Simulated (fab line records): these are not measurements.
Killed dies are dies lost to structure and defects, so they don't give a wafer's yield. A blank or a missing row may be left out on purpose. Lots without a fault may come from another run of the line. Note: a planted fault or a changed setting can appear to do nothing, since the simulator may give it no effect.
fab line records    flow ritCmos
record lots=7  wafers=21  lastDay=7
route steps=202 shown NWELL@31 PWELL@39
lots that met no fault: from a run of the same line without faults
startH: the number of hours between the record's first day and the start of the first shown wafer of the lot    waitH: how many hours have passed since the lot's step before this one    " as in the row above    L1.1+2: several wafers, shown together as one row    - no value present, or no start provided    * or withheld: withheld    < > ~ a bound
route shown NAME@n: NAME is a module with steps in the file, n the number in the route of the first one    usual: mean/standard deviation of fault-free wafers    same: alike in all rows    chamber/n: place in a boat    sites: per-site readings    _std_site: standard deviation across them    _edge_site: the outer-site mean with the inner-site mean subtracted    radiusMm: how far each site lies from the wafer's centre    mask NAME#n: copy n    behind: the most recent tool/chamber to have shaped the wafer    hold: why the lot was held/for how many hours/how that ended    device: which transistor (n, p or np) failed to switch    end of line: the same wafers' tests at the end of the route    for a step that has no rows: nothing shown but its recipe    killed: at the first sort, the dies lost to defects and structure; wafer yield is something else    map: per-die view of a wafer (x killed, . not killed, _ where there is no die)
set.NAME: the setting the step ran with; set.NAME@STEP: the setting that earlier step ran with    model.NAME: the simulator's own value behind a step, which no gauge read
lots seen at some steps along the route; tables by step, rows by wafer
services: a tool's chamber out of use, with start hour (startH, from the record's first day; less than 0 if before it), hours out, and reason
## steps
# step RIT_NWELL_EXPOSE_03
# recipe maskId=M2  na=0.57  targetCdNm=43900  doseMj=250
# step RIT_NWELL_PEB_04
# recipe resist=NOVOLAK  tempC=withheld  timeS=withheld
# step RIT_NWELL_DEVELOP_05
# recipe resist=NOVOLAK  developTimeS=68  devTempC=23
# step RIT_NWELL_OVL_MEAS_06
# usual NWELL_OVL=-0.9/1.4
lot.wafer  tool        chamber  startH  waitH  NWELL_OVL[nm]
L735.2     overlay-02  -        36.36   -      -3.6
L735.5     "           -        "       "      -3.0
L735.6     "           -        "       "      -2.0
L736.1     overlay-01  -        40.92   -      0.1
L736.3     "           -        "       "      -0.7
L736.6     "           -        "       "      -1.5
L742.2     overlay-01  -        71.12   -      -1.0
L742.4     "           -        "       "      -0.5
L742.5     "           -        "       "      -1.1
L743.3     overlay-01  -        75.20   -      -2.4
L743.4     "           -        "       "      -0.6
L743.6     "           -        "       "      -0.8
L744.2     overlay-01  -        81.47   -      0.3
L744.3     "           -        "       "      0.8
L744.6     "           -        "       "      -1.4
L750.1     overlay-02  -        115.57  -      -1.6
L750.4     "           -        "       "      0.1
L750.6     "           -        "       "      -2.2
L753.2     overlay-02  -        126.28  -      -0.5
L753.3     "           -        "       "      -0.8
L753.4     "           -        "       "      1.4
# step RIT_NWELL_HARDBAKE_07
# recipe resist=NOVOLAK  tempC=140  timeS=120
# step RIT_NWELL_IMPLANT_08
# recipe species=P  energyKev=171.4  doseCm2=5e+13  tiltDeg=7
# step RIT_NWELL_STRIP_09
# recipe chemistry=O2  timeS=180  resist=NOVOLAK  platenTempC=withheld  powerW=500  pressureMtorr=4000  o2FlowSccm=4000
# usual chamberPressureMTorr=4001/3.7  drypumpMotorCurrentA=5.9/0.49  o2FlowSccm=4001/12
# same timeS=180
lot.wafer  tool            chamber  startH  waitH  chamberPressureMTorr  drypumpMotorCurrentA  o2FlowSccm  rfHoursCounterH
L735.2     plasmaAsher-04  1        36.79   0.1    4001                  6.3                   3990        39
L735.5     "               1        "       "      3998                  6.3                   3985        -
L735.6     "               0        "       "      4000                  5.0                   3990        -
L736.1     plasmaAsher-01  1        41.36   0.1    4008                  6.0                   3997        37
L736.3     "               1        "       "      4003                  6.0                   4000        -
L736.6     "               0        "       "      3999                  6.4                   3994        -
L742.2     plasmaAsher-03  0        71.55   0.1    3997                  5.9                   4023        44
L742.4     "               0        "       "      3997                  5.9                   4013        -
L742.5     "               1        "       "      3998                  6.1                   4004        -
L743.3     plasmaAsher-04  1        75.68   0.1    3995                  6.3                   4012        -
L743.4     "               0        "       "      4002                  5.0                   3999        -
L743.6     "               0        "       "      3996                  5.0                   4004        -
L744.2     plasmaAsher-04  1        81.90   0.1    4009                  6.3                   4017        44
L744.3     "               1        "       "      3999                  6.3                   3988        -
L744.6     "               0        "       "      3998                  5.0                   3996        -
L750.1     plasmaAsher-04  0        116.01  0.1    4007                  5.0                   3991        48
L750.4     "               1        "       "      4004                  6.3                   4010        -
L750.6     "               1        "       "      3997                  6.2                   3982        -
L753.2     plasmaAsher-01  1        126.71  0.1    3996                  6.0                   3997        1
L753.3     "               0        "       "      4002                  6.4                   4005        -
L753.4     "               1        "       "      3996                  6.1                   3974        -
# step RIT_NWELL_TW_MEAS_10
# usual NWELL_TW=2156/31
lot.wafer  tool          chamber  startH  waitH  NWELL_TW
L735.2     filmMetro-02  -        36.98   0.1    2206
L735.5     "             -        "       "      2200
L735.6     "             -        "       "      2199
L736.1     filmMetro-01  -        41.53   0.1    2121
L736.3     "             -        "       "      2120
L736.6     "             -        "       "      2106
L742.2     filmMetro-01  -        71.74   0.1    2118
L742.4     "             -        "       "      2128
L742.5     "             -        "       "      2126
L743.3     filmMetro-02  -        75.82   0.1    2209
L743.4     "             -        "       "      2205
L743.6     "             -        "       "      2201
L744.2     filmMetro-01  -        82.09   0.1    2114
L744.3     "             -        "       "      2111
L744.6     "             -        "       "      2120
L750.1     filmMetro-01  -        116.18  0.1    2139
L750.4     "             -        "       "      2137
L750.6     "             -        "       "      2130
L753.2     filmMetro-01  -        126.89  0.1    2123
L753.3     "             -        "       "      2134
L753.4     "             -        "       "      2124
# step RIT_PWELL_HMDS_00
# recipe primeTimeS=60  primeTempC=140
# step RIT_PWELL_COAT_01
# recipe resist=NOVOLAK  spinRpm=2000  resistThkNm=1300
# step RIT_PWELL_SOFTBAKE_02
# recipe resist=NOVOLAK  tempC=90  timeS=60
# step RIT_PWELL_EXPOSE_03
# recipe maskId=M3  na=0.57  targetCdNm=43700  doseMj=250
# step RIT_PWELL_PEB_04
# recipe resist=NOVOLAK  tempC=withheld  timeS=withheld
# usual chillPlateTempC=*  exhaustPa=45.1/0.96
lot.wafer  tool           chamber  startH  waitH  chillPlateTempC  exhaustPa
L735.2     lithoTrack-02  0        37.74   0.1    *                43.9
L735.5     "              0        "       "      *                45.9
L735.6     "              0        "       "      *                45.9
L736.1     lithoTrack-03  0        42.28   0.1    *                44.6
L736.3     "              0        "       "      *                44.6
L736.6     "              0        "       "      *                45.7
L742.2     lithoTrack-01  -        72.38   0.1    -                -
L742.4     "              -        "       "      -                -
L742.5     "              -        "       "      -                -
L743.3     lithoTrack-01  -        76.47   0.1    -                -
L743.4     "              -        "       "      -                -
L743.6     "              -        "       "      -                -
L744.2     lithoTrack-03  -        82.76   0.1    -                -
L744.3     "              -        "       "      -                -
L744.6     "              -        "       "      -                -
L750.1     lithoTrack-03  0        116.93  0.1    *                44.6
L750.4     "              0        "       "      *                44.9
L750.6     "              0        "       "      *                42.3
L753.2     lithoTrack-03  0        127.88  0.3    *                45.2
L753.3     "              0        "       "      *                44.6
L753.4     "              0        "       "      *                43.7
# step RIT_PWELL_DEVELOP_05
# recipe resist=NOVOLAK  developTimeS=65.95  devTempC=23
## services
tool            chamber  startH  hours  kind
plasmaAsher-03  -        45.88   4.0    pm
plasmaAsher-03  -        108.71  1.9    repair
plasmaAsher-01  -        108.75  9.0    pm
plasmaAsher-01  0        108.75  9.0    ventCycle
plasmaAsher-01  1        108.75  9.0    ventCycle
plasmaAsher-01  -        115.26  0.9    repair
plasmaAsher-01  0        117.75  -      clean
plasmaAsher-01  1        117.75  -      clean
## key
firstSign step=RIT_PWELL_PEB_04  reading=toolRecord  direction=missing
effect none on later readings
metAt RIT_PWELL_PEB_04
struckWafers L742.2,L742.4,L742.5,L743.3,L743.4,L743.6,L744.2,L744.3,L744.6
sortLeftOut L742.2,L742.4,L742.5,L743.3,L743.4,L743.6,L744.2,L744.3,L744.6
testerLeftOut L742,L743,L744
onsetBetween 42.28 72.38
fault kind=skippedStepWhole  tool=lithoTrack-01,lithoTrack-03  chamber=-  onsetH=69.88  steps=RIT_PWELL_PEB_04  scope=struckLotsOnly
# testerLeftOut: of these lots the tester's yield and bins aren't shown, on N5 and GAA mostly nor the transistor test; their killed dies are dies lost to structure and defects alone, not to doping, threshold or leakage, so they don't give the yield
# sortLeftOut: the simulated sort isn't trusted on such a fault, so these wafers' sort isn't shown, and their yield isn't known
